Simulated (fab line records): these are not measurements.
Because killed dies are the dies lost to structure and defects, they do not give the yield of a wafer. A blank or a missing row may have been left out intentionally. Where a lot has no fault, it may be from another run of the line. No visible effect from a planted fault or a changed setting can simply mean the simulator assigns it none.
What tool caused it? / flow berkeley-cmos170 / 6 lots with 18 wafers sampled at 2 steps, on a route of 331 steps

WHAT EACH GAUGE READ, for each wafer
UCB170_ACTIVE_THK_MEAS_03.
lot=L932; measured=day 4 14:56; on=film-metro-01; ACTIVE_OXIDE_THK (nm)=26.6 25.9 26.3
lot=L933; measured=day 4 23:08; on=film-metro-02; ACTIVE_OXIDE_THK (nm)=26.3 26.3 26.6
lot=L935; measured=day 5 11:03; on=film-metro-02; ACTIVE_OXIDE_THK (nm)=26.4 26.9 27.1
lot=L945; measured=day 7 04:04; on=film-metro-02; ACTIVE_OXIDE_THK (nm)=26.4 26.7 27.0
lot=L951; measured=day 7 22:23; on=film-metro-03; ACTIVE_OXIDE_THK (nm)=26.7 25.9 26.2
lot=L952; measured=day 8 06:32; on=film-metro-01; ACTIVE_OXIDE_THK (nm)=26.5 26.9 26.3

EACH LOT AND THE TOOL THAT RAN IT (in order: tool; ch and the chambers of the sampled wafers; start)
lot=L932; UCB170_PWELL_STRIP_16=plasma-asher-02 ch 0,1, day 3 18:30
lot=L933; UCB170_PWELL_STRIP_16=plasma-asher-02 ch 0,1, day 3 23:39
lot=L935; UCB170_PWELL_STRIP_16=plasma-asher-04 ch 0,1, day 4 05:57
lot=L945; UCB170_PWELL_STRIP_16=plasma-asher-02 ch 0,1, day 6 11:35
lot=L951; UCB170_PWELL_STRIP_16=plasma-asher-02 ch 0,1, day 7 04:05
lot=L952; UCB170_PWELL_STRIP_16=plasma-asher-03 ch 0,1, day 7 09:53
- UCB170_PWELL_STRIP_16: strips in O2.

THE ANSWER, worked out from the rows above alone
Rule: the usual values come from the lots themselves. The widest of any qualifying gaps counts: lots, ordered by their means at a reading, are off when they make up no more than a third of the lots, leave a main group of 4 or more, and stand apart from it by 3 or more times the standard deviation of that group's means. A main group is skipped when, at the precision printed for the reading in the tables above, its means are all equal. Also off: a lot with no number at a reading for which 4 or more lots have one. Where the step has rows for the other lots, those lots are counted as sound.
Nothing can be told from this: no lot is off at any reading shown.

WHAT THE SIMULATOR PUT IN
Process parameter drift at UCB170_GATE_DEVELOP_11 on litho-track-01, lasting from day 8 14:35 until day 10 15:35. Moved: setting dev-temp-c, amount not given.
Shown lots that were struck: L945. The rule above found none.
